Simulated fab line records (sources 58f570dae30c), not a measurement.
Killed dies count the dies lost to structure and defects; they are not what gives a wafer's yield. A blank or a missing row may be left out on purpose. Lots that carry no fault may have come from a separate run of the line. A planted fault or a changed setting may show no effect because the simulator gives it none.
2 desks looking at one fault || flow berkeley cmos170 || what lay behind the numbers comes last; until then each desk has only its own

## THE METROLOGY DESK
Lot by lot, what the gauges showed, no matter which tool ran the lot: averages of those sampled wafers that carry a number. Marked OUT: a lot whose mean sits more than 4 standard deviations from the usual mean, which makes it out of limits; the brackets give that distance.
Columns: A = NWELL_OXIDE_THK at UCB170_NWELL_THK_MEAS_02, usual 26.4 nm; B = NWELL_OVL at UCB170_NWELL_OVL_MEAS_12, usual 1 nm; C = PWELL_TW at UCB170_PWELL_TW_MEAS_17, usual 383
{"lot": "L972", "first seen here": "day 1 23:56", "A": 26.7, "B": 1, "C": 384}
{"lot": "L973", "first seen here": "day 2 06:35", "A": 27.0, "B": 3, "C": 383}
{"lot": "L974", "first seen here": "day 2 15:09", "A": 26.1, "B": 6, "C": 383}
{"lot": "L976", "first seen here": "day 2 20:29", "A": 27.1, "B": -1, "C": 384}
{"lot": "L975", "first seen here": "day 2 20:30", "A": 26.5, "B": -0, "C": 377}
{"lot": "L977", "first seen here": "day 3 06:13", "A": 26.7, "B": 0, "C": 382}
{"lot": "L979", "first seen here": "day 3 14:11", "A": 26.6, "B": -4, "C": 382}
{"lot": "L986", "first seen here": "day 4 23:24", "A": 26.3, "B": 5, "C": 375}
{"lot": "L987", "first seen here": "day 5 09:44", "A": 26.1, "B": 1, "C": 377}
{"lot": "L988", "first seen here": "day 5 14:54", "A": 26.1, "B": -8, "C": 383}
{"lot": "L989", "first seen here": "day 5 14:55", "A": 26.2, "B": -1, "C": 388}
{"lot": "L991", "first seen here": "day 5 20:26", "A": 27.0, "B": -7, "C": 388}
{"lot": "L994", "first seen here": "day 6 17:04", "A": 26.2, "B": 6, "C": 388}
This desk's verdict: no lot among the 13 shows anything out of limits.

## DESK OF THE TOOL OWNER: rie diel-01
The tool's own readings at UCB170_ACTIVE_ETCH_15 (etches Si3N4 in CH3F/Ar/O2, stops on SiO2, target depth 242 nm, time 151 s): means of the sampled wafers that have a number, for each lot that ran on this tool. Marked OUT: a lot whose mean sits more than 4 standard deviations from the usual mean, which makes it out of limits; the brackets give that distance.
Columns: A = drypump motor current A at UCB170_ACTIVE_ETCH_15, usual 5.7 A; B = oes product au at UCB170_ACTIVE_ETCH_15, usual 0.939 a.u.; C = throttle valve pct at UCB170_ACTIVE_ETCH_15, usual 8.07 %
{"lot": "L972", "first seen here": "day 4 22:18", "A": 5.8, "B": 0.956, "C": 8.12}
{"lot": "L976", "first seen here": "day 5 11:07", "A": 5.8, "B": 0.945, "C": 8.12}
{"lot": "L977", "first seen here": "day 5 19:41", "A": 5.6, "B": 0.942, "C": 8.14}
{"lot": "L979", "first seen here": "day 6 02:52", "A": 6.0, "B": 0.921, "C": 8.10}
This desk's verdict: no lot among the 4 shows anything out of limits.

## TAKEN TOGETHER
The metrology desk saw nothing out of limits.
The desk of the tool owner found nothing out of limits.

## WHAT THE SIMULATOR PUT IN
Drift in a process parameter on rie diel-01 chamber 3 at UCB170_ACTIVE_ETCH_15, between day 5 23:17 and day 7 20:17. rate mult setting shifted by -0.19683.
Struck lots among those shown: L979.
